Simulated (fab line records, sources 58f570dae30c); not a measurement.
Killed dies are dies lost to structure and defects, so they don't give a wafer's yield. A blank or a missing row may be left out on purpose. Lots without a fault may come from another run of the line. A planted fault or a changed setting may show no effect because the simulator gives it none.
fab line records | flow berkeley_cmos170
record lots=6 wafers=18 last_day=13
route steps=331 shown CONTACT@233 M1@238
lots that met no fault: from a run of the same line without faults
start_h: hours from the record's first day to the start of the lot's first wafer shown | wait_h: hours since the lot's step before | " the same as in the row above | L1.1+2: a row that stands for several wafers | - no value, or no start given | * or withheld: withheld | < > ~ a bound
route shown NAME@n: a module of which the file shows steps, and the number in the route of the first | usual: mean/standard deviation of fault-free wafers | same: alike in all rows | chamber/n: place in a boat | sites: the reading at each site | _std_site: their standard deviation | _edge_site: outer sites' mean less inner sites' | radius_mm: how far each site lies from the wafer's centre | mask NAME#n: copy n | behind: the tool/chamber that last shaped the wafer | hold: why the lot was held/for how many hours/how that ended | device: the transistor (n, p or np) that didn't switch | end of line: the same wafers' tests at the end of the route | a step without rows: its recipe alone | killed: dies lost to structure and defects at the first sort, not the wafer's yield | map: a wafer's dies, x killed, . not, _ none there
set.NAME: the setting as run; set.NAME@STEP: as run at that earlier step | model.NAME: the simulator's own value behind a step, which no gauge read
lots at some steps of the route; a table a step, a row a wafer
services: from which hour (start_h, from the record's first day; less than 0 if before it) a tool's chamber was out of use, for how many hours, and why
## steps
# step UCB170_CONTACT_ETCH_17
# recipe chemistry=N2/H2 target_depth_a=withheld overetch_a=withheld target=BARC time_s=withheld source_w=500 bias_w=100 pressure_mtorr=30 n2_flow_sccm=100 h2_flow_sccm=200
# usual chamber_pressure_mTorr=30.002/0.024 drypump_motor_current_A=5.7/0.39 h2_flow_sccm=200.0/0.58 oes_product_au=0.990/0.026 throttle_valve_pct=13.34/0.19
# columns lot.wafer tool chamber start_h wait_h chamber_pressure_mTorr drypump_motor_current_A h2_flow_sccm oes_product_au throttle_valve_pct
L442.2 rie_diel-03 0 185.58 0.0 30.004 5.2 200.5 1.037 13.32
L442.3 " 3 " " 29.992 5.6 199.3 0.969 13.52
L442.6 " 0 " " 29.978 5.2 200.3 1.028 13.31
L443.1 rie_diel-04 1 191.58 0.0 30.011 5.8 200.8 0.947 13.22
L443.2 " 3 " " 30.047 6.0 201.1 0.996 13.34
L443.6 " 1 " " 30.017 5.8 200.4 0.944 13.24
L445.2 rie_diel-04 2 209.99 0.0 30.005 5.5 200.4 1.010 13.37
L445.3 " 1 " " 30.004 5.8 199.9 0.942 13.25
L445.6 " 0 " " 29.999 5.9 199.8 1.014 12.83
L455.1 rie_diel-03 0 255.56 0.0 29.982 5.2 199.8 1.040 13.33
L455.5 " 0 " " 29.985 5.2 199.4 1.049 13.33
L455.6 " 3 " " 29.990 5.7 200.7 0.959 13.51
L456.1 rie_diel-04 2 255.80 0.0 30.001 5.5 199.5 1.006 13.36
L456.5 " 0 " " 30.009 5.9 199.4 1.000 12.83
L456.6 " 1 " " 29.933 5.8 200.8 0.952 13.24
L459.2 rie_diel-01 2 283.45 0.0 29.959 5.8 200.5 0.979 13.26
L459.3 " 1 " " 29.993 4.9 200.2 0.977 13.63
L459.6 " 2 " " 29.989 5.8 199.6 0.978 13.27
# step UCB170_CONTACT_ETCH_18
# recipe chemistry=CHF3/CF4/Ar target=PSG stop_on=TiSi2 CHF3_flow_sccm=45 cf4_flow_sccm=15 Ar_flow_sccm=150 pressure_mtorr=200 rf_w=700 target_depth_a=8400 over_etch_frac=0.2 time_s=195
# usual chamber_pressure_mTorr=200.01/0.18 drypump_motor_current_A=5.7/0.39 oes_product_au=0.897/0.013 throttle_valve_pct=6.94/0.12
# columns lot.wafer tool chamber start_h wait_h chamber_pressure_mTorr drypump_motor_current_A oes_product_au rf_hours_counter_h throttle_valve_pct
L442.2 rie_diel-03 0 - - 200.28 5.2 0.922 99 6.94
L442.3 " 3 " " 200.28 5.7 0.907 2 7.05
L442.6 " 0 " " 200.20 5.2 0.927 - 6.93
L443.1 rie_diel-04 1 - - 199.95 5.8 0.875 27 6.88
L443.2 " 3 " " 200.04 6.0 0.909 11 7.09
L443.6 " 1 " " 200.16 5.8 0.876 - 6.90
L445.2 rie_diel-04 2 - - 200.17 5.5 0.893 9 6.92
L445.3 " 1 " " 200.17 5.8 0.887 28 6.90
L445.6 " 0 " " 200.27 5.9 0.904 - 6.75
L455.1 rie_diel-03 0 - - 199.91 5.2 0.914 103 6.91
L455.5 " 0 " " 199.95 5.2 0.916 - 6.92
L455.6 " 3 " " 200.13 5.6 0.913 - 7.05
L456.1 rie_diel-04 2 - - 200.06 5.5 0.905 12 6.91
L456.5 " 0 " " 199.81 5.9 0.909 - 6.75
L456.6 " 1 " " 200.14 5.8 0.881 - 6.88
L459.2 rie_diel-01 2 - - 200.15 5.8 0.886 42 6.83
L459.3 " 1 " " 200.12 4.9 0.906 1 7.14
L459.6 " 2 " " 200.04 5.8 0.885 - 6.84
# step UCB170_CONTACT_STRIP_19
# recipe chemistry=O2 power_w=400 pressure_mtorr=3500 platen_temp_c=withheld o2_flow_sccm=400 overash_fraction=0.5
# usual chamber_pressure_mTorr=3500/3.1 drypump_motor_current_A=5.66/0.29 oes_product_au=0.725/0.0046
# columns lot.wafer tool chamber start_h wait_h chamber_pressure_mTorr drypump_motor_current_A oes_product_au rf_hours_counter_h
L442.2 plasma_asher-03 1 185.74 - 3504 5.53 0.733 7
L442.3 " 0 " " 3502 5.44 0.724 -
L442.6 " 1 " " 3505 5.53 0.727 -
L443.1 plasma_asher-03 1 191.75 - 3504 5.54 0.719 7
L443.2 " 0 " " 3502 5.43 0.721 7
L443.6 " 1 " " 3502 5.56 0.730 -
L445.2 plasma_asher-02 1 210.15 - 3498 6.18 0.717 48
L445.3 " 1 " " 3498 6.17 0.728 -
L445.6 " 1 " " 3495 6.16 0.732 -
L455.1 plasma_asher-03 1 255.73 - 3502 5.53 0.722 14
L455.5 " 1 " " 3502 5.56 0.723 -
L455.6 " 0 " " 3498 5.44 0.726 -
L456.1 plasma_asher-02 1 255.97 - 3498 6.14 0.727 54
L456.5 " 0 " " 3502 5.69 0.732 -
L456.6 " 1 " " 3502 6.17 0.723 -
L459.2 plasma_asher-02 0 283.62 - 3495 5.70 0.724 56
L459.3 " 0 " " 3502 5.71 0.724 -
L459.6 " 0 " " 3499 5.69 0.715 -
# step UCB170_CONTACT_CD_MEAS_90
# recipe target_cd_nm=700
# usual cd_nm=699.9/1.5
# columns lot.wafer tool chamber start_h wait_h cd_nm
L442.2 cd_sem-01 - 185.89 0.1 700.3
L442.3 " - " " 700.8
L442.6 " - " " 699.4
L443.1 cd_sem-01 - 191.85 0.1 699.0
L443.2 " - " " 699.2
L443.6 " - " " 697.7
L445.2 cd_sem-01 - 210.27 0.1 697.4
L445.3 " - " " 697.6
L445.6 " - " " 698.4
L455.1 cd_sem-02 - 255.88 0.1 698.4
L455.5 " - " " 699.4
L455.6 " - " " 698.7
L456.1 cd_sem-02 - 256.07 0.1 698.3
L456.5 " - " " 699.2
L456.6 " - " " 698.0
L459.2 cd_sem-02 - 283.83 0.2 701.2
L459.3 " - " " 700.2
L459.6 " - " " 702.2
# step UCB170_CONTACT_CLEAN_20
# recipe chemistry=SPM temp_c=120 time_s=600
# step UCB170_M1_SPUTTER_00
# recipe material=Al target_thk_nm=600 time_s=80 power_w=6000 chamber_pressure_pa=0.5
# usual throttle_valve_pct=29.6/0.94
# columns lot.wafer tool chamber start_h wait_h throttle_valve_pct
L442.2 pvd_sputter-02 - 186.23 0.0 29.9
L442.3 " - " " 31.2
L442.6 " - " " 28.6
L443.1 pvd_sputter-01 - 192.14 0.0 30.1
L443.2 " - " " 28.9
L443.6 " - " " 30.1
L445.2 pvd_sputter-01 - 210.56 0.0 29.7
L445.3 " - " " 30.0
L445.6 " - " " 29.9
L455.1 pvd_sputter-02 - 256.18 0.0 28.7
L455.5 " - " " 28.9
L455.6 " - " " 31.3
L456.1 pvd_sputter-04 - 256.36 0.0 27.6
L456.5 " - " " 29.5
L456.6 " - " " 30.4
L459.2 pvd_sputter-01 - 284.22 0.0 28.7
L459.3 " - " " 30.1
L459.6 " - " " 28.7
# step UCB170_M1_RS_MEAS_01
# recipe thk_meas_gauge=four-point-probe reads=Al_of_M1_SPUTTER_00
# usual M1_AL_RS=0.0483/0.00074
# columns lot.wafer tool chamber start_h wait_h M1_AL_RS[ohm/sq]
L442.2 film_metro-02 - 186.31 0.1 0.0483
L442.3 " - " " 0.0499
L442.6 " - " " 0.0492
L443.1 film_metro-02 - 192.20 0.0 0.0475
L443.2 " - " " 0.0471
L443.6 " - " " 0.0481
L445.2 film_metro-02 - 210.65 0.1 0.0485
L445.3 " - " " 0.0483
L445.6 " - " " 0.0481
L455.1 film_metro-03 - 256.24 0.0 0.0482
L455.5 " - " " 0.0481
L455.6 " - " " 0.0479
L456.1 film_metro-04 - 256.42 0.0 0.0474
L456.5 " - " " 0.0477
L456.6 " - " " 0.0475
L459.2 film_metro-03 - 284.30 0.1 0.0474
L459.3 " - " " 0.0482
L459.6 " - " " 0.0478
# step UCB170_M1_THK_MEAS_02
# recipe thk_meas_gauge=xrf reads=Al_of_M1_SPUTTER_00
# usual M1_AL_THK=606/9.7
# columns lot.wafer tool chamber start_h wait_h M1_AL_THK[nm]
L442.2 film_metro-02 - 186.42 0.1 606
L442.3 " - " " 588
L442.6 " - " " 598
L443.1 film_metro-02 - 192.32 0.1 614
L443.2 " - " " 619
L443.6 " - " " 608
L445.2 film_metro-02 - 210.76 0.1 602
L445.3 " - " " 607
L445.6 " - " " 610
L455.1 film_metro-03 - 256.36 0.1 606
L455.5 " - " " 610
L455.6 " - " " 612
L456.1 film_metro-04 - 256.54 0.1 615
L456.5 " - " " 615
L456.6 " - " " 612
L459.2 film_metro-03 - 284.41 0.1 623
L459.3 " - " " 610
L459.6 " - " " 614
# step UCB170_M1_COAT_03
# recipe resist=BARC temp_c=withheld time_s=withheld spin_rpm=3000 resist_thk_nm=withheld
# step UCB170_M1_COAT_04
# recipe resist=KrF spin_rpm=1500 resist_thk_nm=900
# step UCB170_M1_SOFTBAKE_05
# recipe resist=KrF temp_c=130 time_s=60
# step UCB170_M1_EXPOSE_06
# recipe mask_id=METAL1 target_cd_nm=700 na=0.5 sigma_outer=0.6 source_shape=conventional dose_mj=21
# step UCB170_M1_PEB_07
# recipe peb_temp_c=130 peb_time_s=withheld resist=KrF
# usual chill_plate_temp_C=23.01/0.1 exhaust_pa=45.3/1
# columns lot.wafer tool chamber start_h wait_h chill_plate_temp_C exhaust_pa
L442.2 litho_track-03 0 187.12 0.1 22.98 45.6
L442.3 " 0 " " 22.95 45.0
L442.6 " 0 " " 22.99 45.0
L443.1 litho_track-01 - 193.07 0.1 - -
L443.2 " - " " - -
L443.6 " - " " - -
L445.2 litho_track-04 - 211.40 0.1 - -
L445.3 " - " " - -
L445.6 " - " " - -
L455.1 litho_track-03 0 257.11 0.1 22.94 44.3
L455.5 " 0 " " 23.05 43.9
L455.6 " 0 " " 23.03 44.8
L456.1 litho_track-03 0 257.84 0.6 23.17 46.4
L456.5 " 0 " " 23.00 46.5
L456.6 " 0 " " 23.04 46.9
L459.2 litho_track-04 0 285.35 0.3 23.12 46.5
L459.3 " 0 " " 23.10 46.7
L459.6 " 0 " " 23.12 46.2
# step UCB170_M1_DEVELOP_08
# recipe developer=TMAH develop_time_s=45 resist=KrF dev_temp_c=21
## services
# columns tool chamber start_h hours kind
plasma_asher-02 - 163.61 2.8 pm
rie_diel-03 2 185.35 5.7 repair
rie_diel-04 0 187.62 7.2 repair
rie_diel-01 1 244.96 - clean
rie_diel-01 1 244.96 15.3 scheduled_down
rie_diel-01 1 244.96 15.3 vent_cycle
pvd_sputter-02 - 258.91 3.7 repair
rie_diel-01 1 264.44 1.4 repair
## key
first_sign step=UCB170_M1_PEB_07 reading=tool_record direction=missing
effect none on later readings
met_at UCB170_M1_PEB_07
struck_wafers L443.1,L443.2,L443.6,L445.2,L445.3,L445.6
later_rows_left_out L443.1,L443.2,L443.6,L445.2,L445.3,L445.6
sort_left_out L443.1,L443.2,L443.6,L445.2,L445.3,L445.6
tester_left_out L443
earlier_fault kind=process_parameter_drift tool=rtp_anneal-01 chamber=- onset_h=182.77 steps=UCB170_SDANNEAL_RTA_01 channel=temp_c offset=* shape=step end_h=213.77 acts_in=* stated=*
fault kind=skipped_step_whole tool=litho_track-01,litho_track-04 chamber=- onset_h=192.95 steps=UCB170_M1_PEB_07 scope=struck_lots_only
# tester_left_out: of these lots the tester's yield and bins aren't shown, on N5 and GAA mostly nor the transistor test; their killed dies are dies lost to structure and defects alone, not to doping, threshold or leakage, so they don't give the yield
# sort_left_out: the simulated sort isn't trusted on such a fault, so these wafers' sort isn't shown, and their yield isn't known
# later_rows_left_out: the simulator's readings of these wafers behind a module that went badly wrong aren't trusted and aren't shown, but for the sort
